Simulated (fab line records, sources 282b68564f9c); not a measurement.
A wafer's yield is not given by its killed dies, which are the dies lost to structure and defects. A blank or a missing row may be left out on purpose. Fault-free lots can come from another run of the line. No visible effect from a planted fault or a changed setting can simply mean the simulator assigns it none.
Struck lot and sound lot, side by side | flow rit-cmos | 35 steps out of a route of 202
Sound: these wafers, L497.2, L497.4, L497.6. Wafers L510.1, L510.2, L510.3 were the ones struck. The cause is given at the end.
Each step with rows lists, per side, the tool, then ch with its chambers, then its first start. Under that, the readings that differ: sound wafers | struck wafers | difference of the means | sigmas: that difference in standard deviations of wafers without a fault.
alike: readings whose means differ by less than 2 such deviations, and words and numbers that are the same on both sides. not compared: withheld readings, readings that some wafer has no value for, bounds like >300 that may hide the same value, and numbers for which the record gives no deviation and whose values overlap.
The two part at a step that has a row with sigmas, a row that says differs or no value, or rows on one side only. Numbers that don't overlap but have no deviation are shown without sigmas and don't part them. A reading missing from all wafers of one side parts the sides only when that side holds two or more wafers.

first, 3 steps without rows for these wafers: RIT_PWELL_EXPOSE_03 (exposes mask M3, target cd 43700 nm); RIT_PWELL_PEB_04; RIT_PWELL_DEVELOP_05 (develop time 68 s).
RIT_PWELL_OVL_MEAS_06:
  sound on overlay-02 at day 3 22:10; struck on overlay-02 at day 6 13:40
  alike: PWELL_OVL
then, 2 steps without rows for these wafers: RIT_PWELL_HARDBAKE_07 (time 120 s); RIT_PWELL_IMPLANT_08.
RIT_PWELL_STRIP_09: strips in O2, time 180 s.
  sound on plasma-asher-04 ch 1, day 3 22:36; struck on plasma-asher-01 ch 0,1, day 6 14:06
  alike: chamber-pressure-mTorr, drypump-motor-current-A
  not compared: rf-hours-counter-h
RIT_PWELL_TW_MEAS_10:
  sound on film-metro-03 at day 3 22:47; struck on film-metro-01 at day 6 14:16
  alike: PWELL_TW
then, 1 step without rows for these wafers: RIT_WELLDRIVE_ANNEAL_00 (time 14700 s).
RIT_WELLDRIVE_RS_MEAS_01: uses a four-point probe to measure.
  sound on film-metro-01 at day 4 05:10; struck on film-metro-01 at day 6 20:02
  alike: NWELL_RS
RIT_WELLDRIVE_RS_MEAS_02: uses a four-point probe to measure.
  sound on film-metro-01 at day 4 05:17; struck on film-metro-01 at day 6 20:10
  alike: PWELL_RS
then, 1 step without rows for these wafers: RIT_NRETRO_HMDS_00 (prime time 60 s).
RIT_NRETRO_COAT_01: resist thk 1300 nm.
  sound on litho-track-04 ch 0, day 4 05:34; struck on litho-track-04, day 6 20:26
  no value came back on the struck wafers for chill-plate-temp-C (C), dispense-pressure-kPa (kPa); on the sound wafers chill-plate-temp-C (C) reads 22.97 22.90 23.06
then, 4 steps without rows for these wafers: RIT_NRETRO_SOFTBAKE_02 (time 60 s); RIT_NRETRO_EXPOSE_03 (exposes mask M4, target cd 43900 nm); RIT_NRETRO_PEB_04; RIT_NRETRO_DEVELOP_05 (develop time 68 s).
RIT_NRETRO_OVL_MEAS_06:
  sound on overlay-01 at day 4 06:17; struck on overlay-01 at day 6 21:13
  reading         | sound       | struck | difference                    | sigmas
  NRETRO_OVL (nm) | 2.0 1.6 0.3 | - - -  | no value on the struck wafers |
then, 2 steps without rows for these wafers: RIT_NRETRO_HARDBAKE_07 (time 120 s); RIT_NRETRO_IMPLANT_08.
RIT_NRETRO_STRIP_09: strips in O2, time 180 s.
  sound on plasma-asher-02 ch 0,1, day 4 06:43; struck on plasma-asher-03 ch 0,1, day 6 21:39
  alike: chamber-pressure-mTorr, drypump-motor-current-A
  not compared: rf-hours-counter-h
RIT_NRETRO_TW_MEAS_10:
  sound on film-metro-02 at day 4 06:53; struck on film-metro-02 at day 6 21:50
  alike: NRETRO_TW
then, 6 steps without rows for these wafers: RIT_PRETRO_HMDS_00 (prime time 60 s); RIT_PRETRO_COAT_01 (resist thk 1300 nm); RIT_PRETRO_SOFTBAKE_02 (time 60 s); RIT_PRETRO_EXPOSE_03 (exposes mask M5, target cd 43700 nm); RIT_PRETRO_PEB_04; RIT_PRETRO_DEVELOP_05 (develop time 68 s).
RIT_PRETRO_OVL_MEAS_06:
  sound on overlay-01 at day 4 07:57; struck on overlay-02 at day 6 22:53
  alike: PRETRO_OVL
then, 2 steps without rows for these wafers: RIT_PRETRO_HARDBAKE_07 (time 120 s); RIT_PRETRO_IMPLANT_08.
RIT_PRETRO_STRIP_09: strips in O2, time 180 s.
  sound on plasma-asher-02 ch 0,1, day 4 08:23; struck on plasma-asher-02 ch 0,1, day 6 23:20
  alike: chamber-pressure-mTorr, drypump-motor-current-A
  not compared: rf-hours-counter-h
RIT_PRETRO_TW_MEAS_10:
  sound on film-metro-01 at day 4 08:34; struck on film-metro-03 at day 6 23:30
  reading   | sound             | struck               | difference | sigmas
  PRETRO_TW | 470.4 468.6 470.8 | 1066.9 1069.9 1064.0 | +597.0     | +99 or more
then, 1 step without rows for these wafers: RIT_GATE_WET_ETCH_00 (etches SiO2 in BOE, target depth 56 nm, time 60 s).
RIT_M1_PROBE_99:
  rows exist in the record for the struck wafers here (prober-02, day 8 03:04), but not for the sound ones

WHERE THEY PART
Last at RIT_M1_PROBE_99 as far as this record goes, first at RIT_NRETRO_COAT_01.

WHY: whatever the simulator had introduced
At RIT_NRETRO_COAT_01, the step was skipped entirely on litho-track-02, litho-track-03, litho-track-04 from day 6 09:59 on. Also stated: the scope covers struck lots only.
